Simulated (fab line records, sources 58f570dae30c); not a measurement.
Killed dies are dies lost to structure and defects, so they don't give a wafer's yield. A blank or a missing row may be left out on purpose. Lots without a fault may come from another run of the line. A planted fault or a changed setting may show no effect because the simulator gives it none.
Which tool did it? | flow berkeley_cmos170 | 7 lots, 21 wafers sampled, at 3 steps of a route of 331

WHAT THE GAUGES READ, wafer by wafer
UCB170_PSD_TW_MEAS_10.
lot  | measured     | on            | PSD_TW
L949 | day 6 10:53  | film_metro-01 | 2317 2318 2324
L950 | day 7 03:53  | film_metro-04 | 2308 2312 2315
L953 | day 7 17:04  | film_metro-04 | 2302 2318 2314
L956 | day 8 13:40  | film_metro-01 | 2328 2305 2295
L959 | day 9 05:43  | film_metro-01 | 2335 2331 2335
L967 | day 10 21:10 | film_metro-02 | 1951 1956 1947
L970 | day 11 04:43 | film_metro-02 | 2352 2345 2343

WHICH TOOL RAN EACH LOT (tool, then ch and the chambers of the sampled wafers, then the start)
lot  | UCB170_PSD_IMPLANT_08           | UCB170_PSD_STRIP_09
L949 | implanter-01 ch 0, day 6 10:38  | plasma_asher-04 ch 0,1, day 6 10:47
L950 | implanter-03 ch 0, day 7 03:41  | plasma_asher-03 ch 0,1, day 7 03:48
L953 | implanter-01 ch 0, day 7 16:49  | plasma_asher-02 ch 0,1, day 7 16:58
L956 | implanter-01 ch 0, day 8 13:26  | plasma_asher-02 ch 0, day 8 13:33
L959 | implanter-03 ch 0, day 9 05:28  | plasma_asher-04 ch 0,1, day 9 05:37
L967 | implanter-03 ch 0, day 10 20:58 | plasma_asher-02 ch 0,1, day 10 21:04
L970 | implanter-01 ch 0, day 11 04:28 | plasma_asher-04 ch 0,1, day 11 04:37
- UCB170_PSD_IMPLANT_08
- UCB170_PSD_STRIP_09: strips in O2.

THE ANSWER, worked out from the rows above alone
Rule: what is usual is taken from the lots themselves. Put in order of their means at a reading, lots are off if they are a third of the lots or fewer, leave a main group of 4 or more, and stand apart from it by a gap of 3 or more times the standard deviation of the main group's means; of several such gaps the widest counts. A main group whose means are all the same, to the digits that the tables above print for the reading, isn't used. A lot without any number at a reading at which 4 lots or more have one is off too. The other lots that the step has rows for count as sound.
Off: L967, at UCB170_PSD_TW_MEAS_10 (PSD_TW). The main group: mean 2322, standard deviation 14.
A tool fits if, at a process step before that reading, it ran every lot that is off, and no sound lot after the first of them. The gauges at UCB170_PSD_TW_MEAS_10 are tried like those tools. Can't be told from this: 2 tools fit, implanter-03 at UCB170_PSD_IMPLANT_08, plasma_asher-02 at UCB170_PSD_STRIP_09.

WHAT THE SIMULATOR HAD PUT IN
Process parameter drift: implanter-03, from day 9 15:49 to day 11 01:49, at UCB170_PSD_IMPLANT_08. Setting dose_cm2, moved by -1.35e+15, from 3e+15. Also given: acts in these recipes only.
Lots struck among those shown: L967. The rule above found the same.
